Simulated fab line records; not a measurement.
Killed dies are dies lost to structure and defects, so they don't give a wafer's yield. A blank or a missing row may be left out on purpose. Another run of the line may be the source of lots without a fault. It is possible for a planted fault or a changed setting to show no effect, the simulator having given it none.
fab line records	flow rit-cmos
record: lots: 15	wafers: 45	last-day: 8
route steps=202 shown NWELL@38 GATE@85 REOX@101 PLDD@123 M1@202
lots that met no fault: taken from a fault-free run of the same line
start-h: the number of hours between the record's first day and the start of the first shown wafer of the lot	wait-h: how many hours have passed since the lot's step before this one	" as in the row above	L1.1+2: a single row standing in for several wafers	- no value present, or no start provided	* or withheld: withheld	< > ~ a bound
route shown NAME@n: NAME is a module with steps in the file, n the number in the route of the first one	usual: mean/standard deviation of fault-free wafers	same: alike in all rows	chamber/n: place in a boat	sites: readings site by site	_std_site: standard deviation across them	_edge_site: outer sites' mean less inner sites'	radius-mm: for every site, how far away it sits from the centre of the wafer	mask NAME#n: copy n	behind: the tool/chamber that last shaped the wafer	hold: why the lot was held/for how many hours/how that ended	device: the transistor (n, p or np) that didn't switch	end of line: tests run on the same wafers once the route is complete	where a step has no rows: the recipe by itself	killed: the dies lost at the first sort to structure and to defects; this is not the yield of the wafer	map: a wafer's dies, x killed, . not, _ none there
set.NAME: setting as actually run; set.NAME@STEP: the setting as run at that earlier step	model.NAME: the simulator's own value behind a step, which no gauge read
the route's steps for a sample of lots (tables are steps, rows are wafers)
services: a tool's chamber out of use, with start hour (start-h, from the record's first day; less than 0 if before it), hours out, and reason
== steps ==
step: RIT_NWELL_TW_MEAS_10
usual: NWELL_TW: 2149/12
lot.wafer	tool	chamber	start-h	wait-h	NWELL_TW
L322.1	film-metro-03	-	23.57	0.1	2131
L322.5	"	-	"	"	2148
L322.6	"	-	"	"	2118
L323.4	film-metro-03	-	28.84	0.1	2145
L323.5	"	-	"	"	2151
L323.6	"	-	"	"	2147
L324.3	film-metro-02	-	33.89	0.1	2165
L324.4	"	-	"	"	2172
L324.5	"	-	"	"	2156
L325.1	film-metro-01	-	38.55	0.1	2136
L325.2	"	-	"	"	2143
L325.5	"	-	"	"	2146
L326.2	film-metro-02	-	43.46	0.1	2154
L326.4	"	-	"	"	2155
L326.6	"	-	"	"	2168
L327.1	film-metro-02	-	49.88	0.1	2160
L327.3	"	-	"	"	2153
L327.4	"	-	"	"	2161
L329.1	film-metro-02	-	64.33	0.1	2182
L329.3	"	-	"	"	2168
L329.4	"	-	"	"	2175
L333.1	film-metro-02	-	82.35	0.1	2141
L333.2	"	-	"	"	2131
L333.3	"	-	"	"	2151
L334.1	film-metro-01	-	87.05	0.1	2159
L334.2	"	-	"	"	2157
L334.5	"	-	"	"	2148
L336.1	film-metro-01	-	94.81	0.1	2160
L336.4	"	-	"	"	2165
L336.6	"	-	"	"	2159
L337.4	film-metro-02	-	99.36	0.1	2142
L337.5	"	-	"	"	2145
L337.6	"	-	"	"	2137
L338.1	film-metro-01	-	106.30	0.1	2142
L338.2	"	-	"	"	2139
L338.4	"	-	"	"	2131
L339.1	film-metro-01	-	109.95	0.1	2136
L339.2	"	-	"	"	2145
L339.6	"	-	"	"	2122
L343.3	film-metro-01	-	129.49	0.1	2149
L343.5	"	-	"	"	2145
L343.6	"	-	"	"	2161
L344.1	film-metro-02	-	133.81	0.1	2137
L344.2	"	-	"	"	2148
L344.4	"	-	"	"	2137
step: RIT_GATE_THK_MEAS_09
recipe: reads: poly-Si_of_GATE_CVD_08
usual: GATE_POLY_THK: 242.3/2.5
lot.wafer	tool	chamber	start-h	wait-h	GATE_POLY_THK[nm]
L322.1	film-metro-02	-	41.05	0.0	243.9
L322.5	"	-	"	"	241.9
L322.6	"	-	"	"	242.6
L323.4	film-metro-02	-	51.00	0.0	241.4
L323.5	"	-	"	"	240.9
L323.6	"	-	"	"	243.4
L324.3	film-metro-02	-	54.89	0.0	241.5
L324.4	"	-	"	"	239.9
L324.5	"	-	"	"	244.9
L325.1	film-metro-02	-	60.62	0.0	243.8
L325.2	"	-	"	"	242.8
L325.5	"	-	"	"	243.2
L326.2	film-metro-01	-	66.81	0.0	242.6
L326.4	"	-	"	"	240.8
L326.6	"	-	"	"	241.0
L327.1	film-metro-01	-	72.05	0.0	245.3
L327.3	"	-	"	"	244.2
L327.4	"	-	"	"	243.7
L329.1	film-metro-02	-	81.85	0.0	244.1
L329.3	"	-	"	"	245.2
L329.4	"	-	"	"	243.6
L333.1	film-metro-04	-	100.12	0.0	239.6
L333.2	"	-	"	"	242.2
L333.3	"	-	"	"	240.0
L334.1	film-metro-01	-	105.24	0.0	240.5
L334.2	"	-	"	"	241.2
L334.5	"	-	"	"	240.7
L336.1	film-metro-04	-	111.02	0.0	233.9
L336.4	"	-	"	"	236.1
L336.6	"	-	"	"	237.6
L337.4	film-metro-04	-	117.18	0.0	239.6
L337.5	"	-	"	"	236.8
L337.6	"	-	"	"	238.2
L338.1	film-metro-02	-	125.03	0.0	245.3
L338.2	"	-	"	"	244.0
L338.4	"	-	"	"	244.3
L339.1	film-metro-01	-	128.06	0.0	242.3
L339.2	"	-	"	"	243.1
L339.6	"	-	"	"	244.1
L343.3	film-metro-02	-	149.02	0.0	246.0
L343.5	"	-	"	"	245.5
L343.6	"	-	"	"	244.9
L344.1	film-metro-04	-	155.46	0.0	241.1
L344.2	"	-	"	"	241.6
L344.4	"	-	"	"	242.0
step: RIT_REOX_OXIDATION_03
recipe: temp-c: 900	ambient: O2	target-thk-a: 252	ox-time-s: 5804
usual: spike-tc-load-C: 922.7/1.3	tube-center-temp-C: 900.02/0.08
lot.wafer	tool	chamber	start-h	wait-h	spike-tc-load-C	tube-center-temp-C
L322.1	furnace-04	0	45.31	2.0	924.2	899.97
L322.5	"	0	"	"	922.3	899.86
L322.6	"	0	"	"	921.3	899.89
L323.4	furnace-04	0	56.89	3.8	922.3	899.91
L323.5	"	0	"	"	921.2	900.03
L323.6	"	0	"	"	923.6	899.96
L324.3	furnace-04	0	56.89	0.0	921.5	899.87
L324.4	"	0	"	"	922.2	900.02
L324.5	"	0	"	"	923.0	899.94
L325.1	furnace-01	0	66.77	3.9	919.6	899.9
L325.2	"	0	"	"	921.5	900.03
L325.5	"	0	"	"	923.3	900.03
L325.1	furnace-01	0	70.88	1.6	921.5	899.98
L325.2	"	0	"	"	922.5	899.9
L325.5	"	0	"	"	923.2	899.97
L326.2	furnace-01	0	70.88	1.9	922.4	900.15
L326.4	"	0	"	"	922.2	900.08
L326.6	"	0	"	"	921.3	899.97
L327.1	furnace-03	0	76.13	1.9	923.4	899.97
L327.3	"	0	"	"	922.9	899.97
L327.4	"	0	"	"	922.3	900.04
L329.1	furnace-04	0	85.76	1.6	923.1	900.13
L329.3	"	0	"	"	923.1	899.98
L329.4	"	0	"	"	921.4	900.02
L329.1	furnace-04	0	89.38	1.1	924.0	899.97
L329.3	"	0	"	"	921.6	899.98
L329.4	"	0	"	"	921.6	900.07
L333.1	furnace-04	0	103.34	1.1	921.6	899.98
L333.2	"	0	"	"	923.1	900.02
L333.3	"	0	"	"	921.2	900.04
L333.1	furnace-03	0	106.14	0.2	923.8	900.01
L333.2	"	0	"	"	923.2	900.01
L333.3	"	0	"	"	924.8	899.87
L334.1	furnace-04	0	107.82	0.3	922.4	899.96
L334.2	"	0	"	"	921.6	899.92
L334.5	"	0	"	"	923.4	899.98
L336.1	furnace-03	0	113.86	0.5	923.8	900.02
L336.4	"	0	"	"	925.3	900.05
L336.6	"	0	"	"	925.0	899.98
L337.4	furnace-01	0	120.55	1.1	921.8	899.9
L337.5	"	0	"	"	921.6	900.11
L337.6	"	0	"	"	920.3	900.06
L338.1	furnace-03	0	127.03	0.0	923.7	899.89
L338.2	"	0	"	"	923.6	899.98
L338.4	"	0	"	"	924.4	900.07
L339.1	furnace-03	0	130.99	0.9	925.1	900.13
L339.2	"	0	"	"	925.1	900.06
L339.6	"	0	"	"	924.3	899.95
L343.3	furnace-01	0	152.51	1.4	922.6	900.02
L343.5	"	0	"	"	921.3	899.92
L343.6	"	0	"	"	920.1	899.91
L344.1	furnace-03	0	161.75	4.2	923.8	899.97
L344.2	"	0	"	"	922.5	900
L344.4	"	0	"	"	924.3	900.14
step: RIT_REOX_THK_MEAS_04
recipe: reads: SiO2_of_REOX_OXIDATION_03
usual: REOX_OXIDE_THK: 26.1/0.42
lot.wafer	tool	chamber	start-h	wait-h	REOX_OXIDE_THK[nm]
L322.1	film-metro-01	-	47.86	0.0	25.4
L322.5	"	-	"	"	25.0
L322.6	"	-	"	"	24.9
L324.3	film-metro-01	-	59.46	0.0	25.7
L324.4	"	-	"	"	25.5
L324.5	"	-	"	"	25.6
L323.4	film-metro-03	-	59.47	0.0	26.4
L323.5	"	-	"	"	26.3
L323.6	"	-	"	"	25.9
L326.2	film-metro-02	-	73.44	0.0	26.4
L326.4	"	-	"	"	26.1
L326.6	"	-	"	"	26.7
L325.1	film-metro-02	-	73.49	0.1	41.9
L325.2	"	-	"	"	41.9
L325.5	"	-	"	"	41.4
L325.1	film-metro-02	-	73.72	0.2	41.9
L325.2	"	-	"	"	41.8
L325.5	"	-	"	"	41.4
L327.1	film-metro-02	-	78.68	0.0	25.5
L327.3	"	-	"	"	25.8
L327.4	"	-	"	"	25.9
L329.1	film-metro-02	-	91.93	0.0	41.0
L329.3	"	-	"	"	40.8
L329.4	"	-	"	"	40.5
L329.1	film-metro-02	-	92.16	0.2	41.1
L329.3	"	-	"	"	40.8
L329.4	"	-	"	"	40.5
L333.1	film-metro-02	-	108.69	0.0	43.5
L333.2	"	-	"	"	42.9
L333.3	"	-	"	"	42.6
L333.1	film-metro-02	-	108.91	0.2	43.4
L333.2	"	-	"	"	42.9
L333.3	"	-	"	"	42.6
L334.1	film-metro-02	-	110.37	0.0	25.7
L334.2	"	-	"	"	25.9
L334.5	"	-	"	"	25.5
L336.1	film-metro-01	-	116.41	0.0	26.2
L336.4	"	-	"	"	26.6
L336.6	"	-	"	"	26.6
L337.4	film-metro-01	-	123.13	0.0	26.6
L337.5	"	-	"	"	26.5
L337.6	"	-	"	"	26.6
L338.1	film-metro-02	-	129.58	0.0	25.9
L338.2	"	-	"	"	25.7
L338.4	"	-	"	"	26.1
L339.1	film-metro-03	-	133.54	0.0	26.0
L339.2	"	-	"	"	26.6
L339.6	"	-	"	"	25.9
L343.3	film-metro-01	-	155.08	0.0	26.5
L343.5	"	-	"	"	26.4
L343.6	"	-	"	"	26.4
L344.1	film-metro-02	-	164.30	0.0	26.6
L344.2	"	-	"	"	26.7
L344.4	"	-	"	"	26.8
step: RIT_PLDD_STRIP_09
recipe: chemistry: O2	time-s: 180	resist: NOVOLAK	platen-temp-c: withheld	power-w: 500	pressure-mtorr: 4000	o2-flow-sccm: 4000
usual: drypump-motor-current-A: 6.2/0.36
lot.wafer	tool	chamber	start-h	wait-h	drypump-motor-current-A	rf-hours-counter-h
L322.1	plasma-asher-03	0	50.65	0.1	5.8	41
L322.5	"	0	"	"	5.8	-
L322.6	"	1	"	"	5.7	-
L323.4	plasma-asher-04	1	62.45	0.1	6.3	-
L323.5	"	0	"	"	6.6	-
L323.6	"	1	"	"	6.4	-
L324.3	plasma-asher-01	0	62.70	0.1	5.7	-
L324.4	"	1	"	"	6.4	-
L324.5	"	1	"	"	6.4	-
L326.2	plasma-asher-04	1	76.38	0.1	6.3	24
L326.4	"	0	"	"	6.6	-
L326.6	"	0	"	"	6.6	-
L327.1	plasma-asher-04	0	81.76	0.1	6.6	25
L327.3	"	0	"	"	6.6	-
L327.4	"	1	"	"	6.4	-
L325.1	plasma-asher-01	1	82.90	0.1	6.4	43
L325.2	"	0	"	"	5.7	43
L325.5	"	1	"	"	6.4	-
L329.1	plasma-asher-03	0	99.84	0.1	5.9	45
L329.3	"	1	"	"	5.8	-
L329.4	"	0	"	"	5.8	-
L334.1	plasma-asher-04	1	113.21	0.1	6.3	29
L334.2	"	0	"	"	6.7	29
L334.5	"	0	"	"	6.6	-
L336.1	plasma-asher-04	1	119.23	0.1	6.4	30
L336.4	"	0	"	"	6.6	-
L336.6	"	0	"	"	6.7	-
L333.1	plasma-asher-01	0	119.70	0.1	5.7	47
L333.2	"	1	"	"	6.5	47
L333.3	"	1	"	"	6.5	-
L337.4	plasma-asher-01	0	125.99	0.1	5.7	-
L337.5	"	1	"	"	6.5	-
L337.6	"	0	"	"	5.7	-
L338.1	plasma-asher-04	0	132.52	0.1	6.7	31
L338.2	"	1	"	"	6.3	31
L338.4	"	1	"	"	6.3	-
L339.1	plasma-asher-04	1	136.36	0.1	6.3	32
L339.2	"	0	"	"	6.6	32
L339.6	"	0	"	"	6.6	-
L343.3	plasma-asher-03	1	157.92	0.1	5.8	-
L343.5	"	1	"	"	5.7	-
L343.6	"	0	"	"	5.8	-
L344.1	plasma-asher-04	0	167.25	0.1	6.7	35
L344.2	"	1	"	"	6.3	35
L344.4	"	1	"	"	6.3	-
step: RIT_M1_PROBE_99
usual: killed_at_M0_to_M3: 0.0/0.12	killed-at-contacts: 0.0/0.16	killed-at-front-end: 7.5/2.8	killed-dies: 7.6/2.9	killed-open: 3.7/2	killed-short: 3.8/2
same: gross-dies: 264	killed_at_M4_up: 0	killed-at-back-side: 0	killed-at-other: 0
lot.wafer	tool	chamber	start-h	wait-h	killed_at_M0_to_M3	killed-at-contacts	killed-at-front-end	killed-dies	killed-open	killed-short
L326.2	prober-01	-	90.67	0.1	0	0	10	10	4	6
L326.4	prober-01	-	90.77	0.2	0	0	6	6	2	4
L326.6	prober-01	-	90.87	0.2	0	0	6	6	4	2
L327.1	prober-02	-	95.60	0.1	0	0	12	12	7	5
L327.3	prober-02	-	95.70	0.2	0	0	4	4	2	2
L327.4	prober-02	-	95.75	0.2	0	0	2	2	0	2
L325.1	prober-02	-	96.72	0.1	0	0	10	10	8	2
L325.2	prober-02	-	96.77	0.1	1	0	8	9	4	5
L325.5	prober-02	-	96.92	0.2	0	0	5	5	2	3
L336.1	prober-01	-	132.58	0.1	0	0	9	9	5	4
L336.4	prober-01	-	132.73	0.2	0	0	8	8	4	4
L336.6	prober-01	-	132.83	0.2	0	0	11	11	8	3
L333.1	prober-01	-	134.62	0.1	0	0	9	9	8	1
L333.2	prober-01	-	134.67	0.1	0	0	5	5	4	1
L333.3	prober-01	-	134.72	0.2	0	0	12	12	6	6
L337.4	prober-01	-	141.29	0.2	0	0	4	4	2	2
L337.5	prober-01	-	141.34	0.2	0	1	4	5	2	3
L337.6	prober-01	-	141.39	0.2	0	0	6	6	5	1
L339.1	prober-01	-	149.93	0.1	0	0	7	7	4	3
L339.2	prober-01	-	149.98	0.1	0	0	7	7	3	4
L339.6	prober-01	-	150.18	0.2	0	0	11	11	6	5
L343.3	prober-01	-	171.54	0.2	0	0	10	10	3	6
L343.5	prober-01	-	171.64	0.2	0	0	2	2	0	1
L343.6	prober-01	-	171.69	0.2	0	1	13	14	8	6
killed by level:class
L326.2 GATE:geometric-particle:short=3 GATE:geometric-particle:open=2 REOX:geometric-particle:open=2 ACTIVE:geometric-particle:short=1 FOX1:geometric-particle:short=1 SILICIDE:geometric-particle:short=1
L326.4 GATE:geometric-particle:open=2 REOX:geometric-particle:short=2 SPACER:geometric-particle:short=2
L326.6 GATE:geometric-particle:open=2 FOX2:geometric-particle:short=1 GATE:geometric-particle:short=1 REOX:geometric-particle:open=1 SILICIDE:geometric-particle:open=1
L327.1 GATE:geometric-particle:open=4 FOX2:geometric-particle:open=2 SILICIDE:geometric-particle:short=2 FOX1:geometric-particle:short=1 FOX1:geometric-particle:open=1 GATE:geometric-particle:short=1 SPACER:geometric-particle:short=1
L327.3 SPACER:geometric-particle:open=2 GATE:geometric-particle:short=1 REOX:geometric-particle:short=1
L327.4 FOX1:geometric-particle:short=1 GATE:geometric-particle:short=1
L325.1 GATE:geometric-particle:open=5 FOX1:geometric-particle:open=3 GATE:geometric-particle:short=2
L325.2 GATE:geometric-particle:short=3 FOX1:geometric-particle:short=1 FOX1:geometric-particle:open=1 GATE:geometric-particle:open=1 SPACER:geometric-particle:short=1 SILICIDE:geometric-particle:open=1 M1:geometric-particle:open=1
L325.5 FOX2:geometric-particle:open=1 GATE:geometric-particle:short=1 REOX:geometric-particle:short=1 SILICIDE:geometric-particle:open=1 SILICIDE:geometric-particle:short=1
L336.1 GATE:geometric-particle:short=2 FOX1:geometric-particle:open=1 FOX2:geometric-particle:open=1 FOX2:geometric-particle:short=1 GATE:geometric-particle:open=1 REOX:geometric-particle:open=1 SPACER:geometric-particle:short=1 SILICIDE:geometric-particle:open=1
L336.4 GATE:geometric-particle:open=2 REOX:geometric-particle:open=2 FOX1:geometric-particle:short=1 GATE:geometric-particle:short=1 REOX:geometric-particle:short=1 SPACER:geometric-particle:short=1
L336.6 REOX:geometric-particle:open=4 SPACER:geometric-particle:open=3 REOX:geometric-particle:short=2 FOX1:geometric-particle:open=1 GATE:geometric-particle:short=1
L333.1 GATE:geometric-particle:open=6 FOX2:geometric-particle:open=1 GATE:geometric-particle:short=1 REOX:geometric-particle:open=1
L333.2 REOX:geometric-particle:open=2 GATE:geometric-particle:open=1 REOX:geometric-particle:short=1 SILICIDE:geometric-particle:open=1
L333.3 GATE:geometric-particle:short=2 REOX:geometric-particle:open=2 FOX1:geometric-particle:short=1 FOX2:geometric-particle:open=1 GATE:geometric-particle:open=1 REOX:geometric-particle:short=1 SPACER:geometric-particle:open=1 SPACER:geometric-particle:short=1
L337.4 GATE:geometric-particle:open=1 GATE:geometric-particle:short=1 SPACER:geometric-particle:open=1 SPACER:geometric-particle:short=1
L337.5 REOX:geometric-particle:short=2 GATE:geometric-particle:short=1 GATE:geometric-particle:open=1 CONTACT:geometric-particle:open=1
L337.6 GATE:geometric-particle:open=3 FOX1:geometric-particle:open=1 FOX2:geometric-particle:open=1 GATE:geometric-particle:short=1
L339.1 REOX:geometric-particle:open=3 GATE:geometric-particle:short=2 FOX1:geometric-particle:short=1 GATE:geometric-particle:open=1
L339.2 GATE:geometric-particle:open=1 GATE:geometric-particle:short=1 REOX:geometric-particle:short=1 REOX:geometric-particle:open=1 SPACER:geometric-particle:short=1 SILICIDE:geometric-particle:short=1 SILICIDE:geometric-particle:open=1
L339.6 GATE:geometric-particle:open=4 GATE:geometric-particle:short=2 SILICIDE:geometric-particle:short=2 REOX:geometric-particle:open=1 SPACER:geometric-particle:short=1 SILICIDE:geometric-particle:open=1
L343.3 GATE:geometric-particle:short=4 ACTIVE:geometric-particle:open=1 FOX1:geometric-particle:short=1 GATE:geometric-particle:open=1 REOX:geometric-particle:short=1 SPACER:geometric-particle:open=1 NRETRO:coat-microbubble-printed=1
L343.5 GATE:geometric-particle:short=1 NRETRO:coat-microbubble-printed=1
L343.6 GATE:geometric-particle:open=4 FOX2:geometric-particle:short=3 GATE:geometric-particle:short=2 SPACER:geometric-particle:open=2 FOX1:geometric-particle:open=1 SPACER:geometric-particle:short=1 CONTACT:geometric-particle:open=1
== services ==
tool	chamber	start-h	hours	kind
furnace-01	-	40.68	5.1	pm
furnace-03	-	47.15	21.5	pm
plasma-asher-01	-	108.75	9.0	pm
plasma-asher-01	0	108.75	9.0	vent-cycle
plasma-asher-01	1	108.75	9.0	vent-cycle
plasma-asher-01	0	117.75	-	clean
plasma-asher-01	1	117.75	-	clean
furnace-03	-	152.22	3.4	pm
furnace-01	-	155.06	3.2	pm
furnace-04	-	156.94	4.9	repair
plasma-asher-04	-	158.88	1.4	repair
plasma-asher-03	-	162.43	1.9	repair
== key ==
first-sign: step: RIT_REOX_OXIDATION_03	reading: visit	direction: added
effect: step: RIT_REOX_THK_MEAS_04	reading: visit	direction: added
effect: step: RIT_REOX_THK_MEAS_04	reading: REOX_OXIDE_THK	direction: up	sigmas: 38	usual: 26.1	struck: 41.8
met-at RIT_REOX_OXIDATION_03
struck-lots L325,L329,L333
rows-end L329.1,L329.3,L329.4
tester-left-out L325,L333
not-acting-at RIT_NWELL_TW_MEAS_10,RIT_GATE_THK_MEAS_09,RIT_PLDD_STRIP_09
fault: kind: repeated-step-whole	tool: furnace-01,furnace-03,furnace-04	chamber: -	onset-h: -	steps: RIT_REOX_OXIDATION_03	times: 1	scope: struck-lots-only
tester-left-out: of these lots the tester's yield and bins aren't shown, on N5 and GAA mostly nor the transistor test; their killed dies are dies lost to structure and defects alone, not to doping, threshold or leakage, so they don't give the yield
rows-end: these wafers met a further fault down the route, and their rows from its step on are left out
